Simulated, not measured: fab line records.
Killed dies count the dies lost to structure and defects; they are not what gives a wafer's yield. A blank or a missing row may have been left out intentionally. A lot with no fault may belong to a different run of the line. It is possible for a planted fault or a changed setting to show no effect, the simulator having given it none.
Which tool is to blame? / flow berkeley-cmos170 / 14 lots with 42 wafers sampled at 2 steps, on a route of 331 steps

WHAT THE GAUGES READ, wafer by wafer
UCB170_M1_OVL_MEAS_10. Usual: M1_OVL gives -1 nm (standard deviation 5.5).
lot=L179; measured=day 8 09:59; on=overlay-01; M1_OVL (nm)=-5 -3 -3; flag=
lot=L180; measured=day 9 08:35; on=overlay-02; M1_OVL (nm)=1 8 5; flag=
lot=L181; measured=day 9 08:33; on=overlay-01; M1_OVL (nm)=1 -8 1; flag=
lot=L182; measured=day 9 08:45; on=overlay-01; M1_OVL (nm)=5 3 -3; flag=
lot=L183; measured=day 9 04:34; on=overlay-01; M1_OVL (nm)=-4 0 2; flag=
lot=L185; measured=day 9 22:37; on=overlay-01; M1_OVL (nm)=-3 -1 0; flag=
lot=L186; measured=day 10 05:18; on=overlay-02; M1_OVL (nm)=1 -1 1; flag=
lot=L187; measured=day 10 03:31; on=overlay-02; M1_OVL (nm)=-10 -14 -9; flag=
lot=L188; measured=day 10 11:07; on=overlay-01; M1_OVL (nm)=6 9 6; flag=
lot=L190; measured=day 10 23:53; on=overlay-01; M1_OVL (nm)=-5 4 3; flag=
lot=L191; measured=day 10 23:34; on=overlay-01; M1_OVL (nm)=4 11 4; flag=
lot=L196; measured=day 12 02:11; on=overlay-02; M1_OVL (nm)=-1 -5 -4; flag=
lot=L197; measured=day 12 20:59; on=overlay-02; M1_OVL (nm)=4 -3 4; flag=
lot=L198; measured=day 12 22:41; on=overlay-02; M1_OVL (nm)=1 9 5; flag=

WHICH TOOL RAN EACH LOT (tool, then ch and the chambers of the sampled wafers, then the start)
lot=L179; UCB170_SACOX_OXIDATION_01=furnace-02 ch 0, day 6 07:53
lot=L180; UCB170_SACOX_OXIDATION_01=furnace-02 ch 0, day 6 15:53
lot=L181; UCB170_SACOX_OXIDATION_01=furnace-02 ch 0, day 6 15:53
lot=L182; UCB170_SACOX_OXIDATION_01=furnace-02 ch 0, day 6 15:53
lot=L183; UCB170_SACOX_OXIDATION_01=furnace-02 ch 0, day 6 15:53
lot=L185; UCB170_SACOX_OXIDATION_01=furnace-02 ch 0, day 7 07:53
lot=L186; UCB170_SACOX_OXIDATION_01=furnace-02 ch 0, day 7 16:39
lot=L187; UCB170_SACOX_OXIDATION_01=furnace-02 ch 0, day 7 16:39
lot=L188; UCB170_SACOX_OXIDATION_01=furnace-01 ch 0, day 8 00:54
lot=L190; UCB170_SACOX_OXIDATION_01=furnace-04 ch 0, day 8 16:13
lot=L191; UCB170_SACOX_OXIDATION_01=furnace-04 ch 0, day 8 16:13
lot=L196; UCB170_SACOX_OXIDATION_01=furnace-04 ch 0, day 9 15:25
lot=L197; UCB170_SACOX_OXIDATION_01=furnace-04 ch 0, day 10 03:56
lot=L198; UCB170_SACOX_OXIDATION_01=furnace-04 ch 0, day 10 03:56
- UCB170_SACOX_OXIDATION_01: target thk 14.4 nm, ox time 2400 s.

AS READ BY THE TOOLS THEMSELVES (means over the sampled wafers that have a number; for cases with no such wafer, the mark the record gives instead)
UCB170_SACOX_OXIDATION_01. Usual: tube-center-temp-C 900.01 C, standard deviation 0.09.
lot=L179; tool=furnace-02; tube-center-temp-C (C)=900.07; flag=
lot=L180; tool=furnace-02; tube-center-temp-C (C)=900.08; flag=
lot=L181; tool=furnace-02; tube-center-temp-C (C)=900.04; flag=
lot=L182; tool=furnace-02; tube-center-temp-C (C)=900.04; flag=
lot=L183; tool=furnace-02; tube-center-temp-C (C)=899.97; flag=
lot=L185; tool=furnace-02; tube-center-temp-C (C)=900.01; flag=
lot=L186; tool=furnace-02; tube-center-temp-C (C)=900.05; flag=
lot=L187; tool=furnace-02; tube-center-temp-C (C)=900.09; flag=
lot=L188; tool=furnace-01; tube-center-temp-C (C)=899.97; flag=
lot=L190; tool=furnace-04; tube-center-temp-C (C)=899.97; flag=
lot=L191; tool=furnace-04; tube-center-temp-C (C)=900.04; flag=
lot=L196; tool=furnace-04; tube-center-temp-C (C)=900.07; flag=
lot=L197; tool=furnace-04; tube-center-temp-C (C)=900.07; flag=
lot=L198; tool=furnace-04; tube-center-temp-C (C)=900.06; flag=

THE ANSWER, worked out from the rows above alone
Rule: a lot is off if the mean of its wafers that have a number lies more than 3 standard deviations from the usual mean. A lot without any number at a reading at which 4 lots or more have one is off too. The other lots that the step has rows for count as sound. First the gauges in route order, then the tools' own readings, where a lot's mean is used as printed above. At the first step where some lot is off, the reading lying furthest off is the one used; lots without a number count as furthest.
No lot is off at any reading shown: from this, nothing can be told.

WHAT HAD BEEN PUT IN BY THE SIMULATOR
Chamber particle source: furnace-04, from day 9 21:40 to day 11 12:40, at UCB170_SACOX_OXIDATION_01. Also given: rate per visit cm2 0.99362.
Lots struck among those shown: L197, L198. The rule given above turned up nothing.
